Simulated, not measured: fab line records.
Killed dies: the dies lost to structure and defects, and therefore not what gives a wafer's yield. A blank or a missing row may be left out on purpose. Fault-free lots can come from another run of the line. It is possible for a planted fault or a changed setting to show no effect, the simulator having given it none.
fab line records / flow berkeley_cmos170
record: lots: 5 wafers: 23
route steps=331 shown V2@306
start_h: the number of hours between the record's first day and the start of the first shown wafer of the lot / wait_h: how many hours have passed since the lot's step before this one / " as in the row above / L1.1+2: several wafers, shown together as one row / - either no value or no given start / * or withheld: withheld / < > ~ a bound
route shown NAME@n: names a module that has steps shown in the file, with the first one's number in the route / usual: the fault-free wafers' mean and standard deviation / same: alike in all rows / chamber/n: place in a boat / sites: each site's reading / _std_site: standard deviation across them / _edge_site: the outer-site mean with the inner-site mean subtracted / radius_mm: how far each site lies from the wafer's centre / mask NAME#n: copy n / behind: the most recent tool/chamber to have shaped the wafer / hold: cause of the lot's hold/its duration in hours/its outcome / device: whichever transistor did not switch (one of n, p or np) / end of line: tests of these same wafers at the route's end / a step without rows: its recipe alone / killed: count of dies lost to structure and defects at first sort (not the wafer's yield) / map: shows each die of a wafer: x if killed, . if not, _ if none is there
set.NAME: setting as actually run; set.NAME@STEP: the setting as run at that earlier step / model.NAME: the simulator's own value behind a step, which no gauge read
lots where settings were altered on purpose, with a table for each step and a row for each wafer
== steps ==
step: UCB170_V2_ETCH_14
recipe: chemistry: CHF3/CF4/Ar target: SiO2 stop_on: Al CHF3_flow_sccm: 45 cf4_flow_sccm: 15 Ar_flow_sccm: 150 pressure_mtorr: 200 rf_w: 700 target_depth_a: 12500 over_etch_frac: 0.25 time_s: 291
lot.wafer=L075.1 tool=rie_diel-01 chamber=0 start_h=207.60 wait_h=0.0 set.rf_w=700 set.peb_temp_c@V2_PEB_10=131.4 model.V2.cd_nm=710
lot.wafer=L075.2 tool=rie_diel-01 chamber=3 start_h=207.60 wait_h=0.0 set.rf_w=630.1 set.peb_temp_c@V2_PEB_10=130 model.V2.cd_nm=699.6
lot.wafer=L075.3 tool=rie_diel-01 chamber=2 start_h=207.60 wait_h=0.0 set.rf_w=630.1 set.peb_temp_c@V2_PEB_10=131.4 model.V2.cd_nm=706.5
lot.wafer=L075.5 tool=rie_diel-01 chamber=1 start_h=207.60 wait_h=0.0 set.rf_w=630.1 set.peb_temp_c@V2_PEB_10=130 model.V2.cd_nm=698.2
lot.wafer=L075.6 tool=rie_diel-01 chamber=2 start_h=207.60 wait_h=0.0 set.rf_w=700 set.peb_temp_c@V2_PEB_10=131.4 model.V2.cd_nm=710.6
lot.wafer=L076.1 tool=rie_diel-04 chamber=1 start_h=222.55 wait_h=0.0 set.rf_w=643.2 set.peb_temp_c@V2_PEB_10=130 model.V2.cd_nm=700.8
lot.wafer=L076.2 tool=rie_diel-04 chamber=3 start_h=222.55 wait_h=0.0 set.rf_w=700 set.peb_temp_c@V2_PEB_10=130 model.V2.cd_nm=701.7
lot.wafer=L076.3 tool=rie_diel-04 chamber=0 start_h=222.55 wait_h=0.0 set.rf_w=700 set.peb_temp_c@V2_PEB_10=132.3 model.V2.cd_nm=714.6
lot.wafer=L076.4 tool=rie_diel-04 chamber=2 start_h=222.55 wait_h=0.0 set.rf_w=700 set.peb_temp_c@V2_PEB_10=132.3 model.V2.cd_nm=716
lot.wafer=L076.5 tool=rie_diel-04 chamber=2 start_h=222.55 wait_h=0.0 set.rf_w=643.2 set.peb_temp_c@V2_PEB_10=132.3 model.V2.cd_nm=714.9
lot.wafer=L080.1 tool=rie_diel-04 chamber=0 start_h=237.51 wait_h=0.0 set.rf_w=700 set.peb_temp_c@V2_PEB_10=130 model.V2.cd_nm=699.2
lot.wafer=L080.3 tool=rie_diel-04 chamber=3 start_h=237.51 wait_h=0.0 set.rf_w=700 set.peb_temp_c@V2_PEB_10=130 model.V2.cd_nm=700.8
lot.wafer=L080.5 tool=rie_diel-04 chamber=3 start_h=237.51 wait_h=0.0 set.rf_w=700 set.peb_temp_c@V2_PEB_10=130 model.V2.cd_nm=701.5
lot.wafer=L081.2 tool=rie_diel-03 chamber=3 start_h=237.72 wait_h=0.0 set.rf_w=700 set.peb_temp_c@V2_PEB_10=130 model.V2.cd_nm=698.4
lot.wafer=L081.3 tool=rie_diel-03 chamber=0 start_h=237.72 wait_h=0.0 set.rf_w=700 set.peb_temp_c@V2_PEB_10=130 model.V2.cd_nm=699.2
lot.wafer=L081.4 tool=rie_diel-03 chamber=2 start_h=237.72 wait_h=0.0 set.rf_w=700 set.peb_temp_c@V2_PEB_10=130 model.V2.cd_nm=700.6
lot.wafer=L081.5 tool=rie_diel-03 chamber=1 start_h=237.72 wait_h=0.0 set.rf_w=700 set.peb_temp_c@V2_PEB_10=130 model.V2.cd_nm=700.7
lot.wafer=L081.6 tool=rie_diel-03 chamber=2 start_h=237.72 wait_h=0.0 set.rf_w=700 set.peb_temp_c@V2_PEB_10=130 model.V2.cd_nm=697.9
lot.wafer=L082.1 tool=rie_diel-01 chamber=3 start_h=238.74 wait_h=0.0 set.rf_w=700 set.peb_temp_c@V2_PEB_10=131.9 model.V2.cd_nm=716.1
lot.wafer=L082.2 tool=rie_diel-01 chamber=0 start_h=238.74 wait_h=0.0 set.rf_w=700 set.peb_temp_c@V2_PEB_10=130 model.V2.cd_nm=702
lot.wafer=L082.3 tool=rie_diel-01 chamber=1 start_h=238.74 wait_h=0.0 set.rf_w=752.6 set.peb_temp_c@V2_PEB_10=131.9 model.V2.cd_nm=716.3
lot.wafer=L082.4 tool=rie_diel-01 chamber=1 start_h=238.74 wait_h=0.0 set.rf_w=752.6 set.peb_temp_c@V2_PEB_10=130 model.V2.cd_nm=703.2
lot.wafer=L082.5 tool=rie_diel-01 chamber=0 start_h=238.74 wait_h=0.0 set.rf_w=700 set.peb_temp_c@V2_PEB_10=131.9 model.V2.cd_nm=714.1
step: UCB170_V2_STRIP_15
recipe: chemistry: O2 power_w: 400 pressure_mtorr: 3500 platen_temp_c: withheld o2_flow_sccm: 400 overash_fraction: 0.5
step: UCB170_V2_CD_MEAS_90
recipe: target_cd_nm: 700
usual: cd_nm: 700.9/2.1
lot.wafer=L075.1 tool=cd_sem-02 chamber=- start_h=207.88 wait_h=0.1 set.peb_temp_c@V2_PEB_10=131.4 cd_nm=710.2
lot.wafer=L075.2 tool=cd_sem-02 chamber=- start_h=207.88 wait_h=0.1 set.peb_temp_c@V2_PEB_10=130 cd_nm=699.5
lot.wafer=L075.3 tool=cd_sem-02 chamber=- start_h=207.88 wait_h=0.1 set.peb_temp_c@V2_PEB_10=131.4 cd_nm=706.1
lot.wafer=L075.5 tool=cd_sem-02 chamber=- start_h=207.88 wait_h=0.1 set.peb_temp_c@V2_PEB_10=130 cd_nm=698.4
lot.wafer=L075.6 tool=cd_sem-02 chamber=- start_h=207.88 wait_h=0.1 set.peb_temp_c@V2_PEB_10=131.4 cd_nm=710.8
lot.wafer=L076.1 tool=cd_sem-01 chamber=- start_h=222.82 wait_h=0.1 set.peb_temp_c@V2_PEB_10=130 cd_nm=700.8
lot.wafer=L076.2 tool=cd_sem-01 chamber=- start_h=222.82 wait_h=0.1 set.peb_temp_c@V2_PEB_10=130 cd_nm=701.9
lot.wafer=L076.3 tool=cd_sem-01 chamber=- start_h=222.82 wait_h=0.1 set.peb_temp_c@V2_PEB_10=132.3 cd_nm=715.0
lot.wafer=L076.4 tool=cd_sem-01 chamber=- start_h=222.82 wait_h=0.1 set.peb_temp_c@V2_PEB_10=132.3 cd_nm=716.1
lot.wafer=L076.5 tool=cd_sem-01 chamber=- start_h=222.82 wait_h=0.1 set.peb_temp_c@V2_PEB_10=132.3 cd_nm=715.1
lot.wafer=L080.1 tool=cd_sem-01 chamber=- start_h=237.79 wait_h=0.1 set.peb_temp_c@V2_PEB_10=130 cd_nm=699.5
lot.wafer=L080.3 tool=cd_sem-01 chamber=- start_h=237.79 wait_h=0.1 set.peb_temp_c@V2_PEB_10=130 cd_nm=700.8
lot.wafer=L080.5 tool=cd_sem-01 chamber=- start_h=237.79 wait_h=0.1 set.peb_temp_c@V2_PEB_10=130 cd_nm=701.2
lot.wafer=L081.2 tool=cd_sem-02 chamber=- start_h=238.02 wait_h=0.1 set.peb_temp_c@V2_PEB_10=130 cd_nm=698.5
lot.wafer=L081.3 tool=cd_sem-02 chamber=- start_h=238.02 wait_h=0.1 set.peb_temp_c@V2_PEB_10=130 cd_nm=699.5
lot.wafer=L081.4 tool=cd_sem-02 chamber=- start_h=238.02 wait_h=0.1 set.peb_temp_c@V2_PEB_10=130 cd_nm=700.6
lot.wafer=L081.5 tool=cd_sem-02 chamber=- start_h=238.02 wait_h=0.1 set.peb_temp_c@V2_PEB_10=130 cd_nm=700.4
lot.wafer=L081.6 tool=cd_sem-02 chamber=- start_h=238.02 wait_h=0.1 set.peb_temp_c@V2_PEB_10=130 cd_nm=697.9
lot.wafer=L082.1 tool=cd_sem-02 chamber=- start_h=239.02 wait_h=0.1 set.peb_temp_c@V2_PEB_10=131.9 cd_nm=716.2
lot.wafer=L082.2 tool=cd_sem-02 chamber=- start_h=239.02 wait_h=0.1 set.peb_temp_c@V2_PEB_10=130 cd_nm=702.0
lot.wafer=L082.3 tool=cd_sem-02 chamber=- start_h=239.02 wait_h=0.1 set.peb_temp_c@V2_PEB_10=131.9 cd_nm=716.2
lot.wafer=L082.4 tool=cd_sem-02 chamber=- start_h=239.02 wait_h=0.1 set.peb_temp_c@V2_PEB_10=130 cd_nm=703.1
lot.wafer=L082.5 tool=cd_sem-02 chamber=- start_h=239.02 wait_h=0.1 set.peb_temp_c@V2_PEB_10=131.9 cd_nm=713.8
== key ==
split: step: UCB170_V2_ETCH_14 setting: rf_w stated: 700 by: wafer
response none clear
split outside_this_file step=UCB170_V2_PEB_10 setting=peb_temp_c
split outside_this_file: this setting was split too, and the file shows its column; the key of that split is in another file
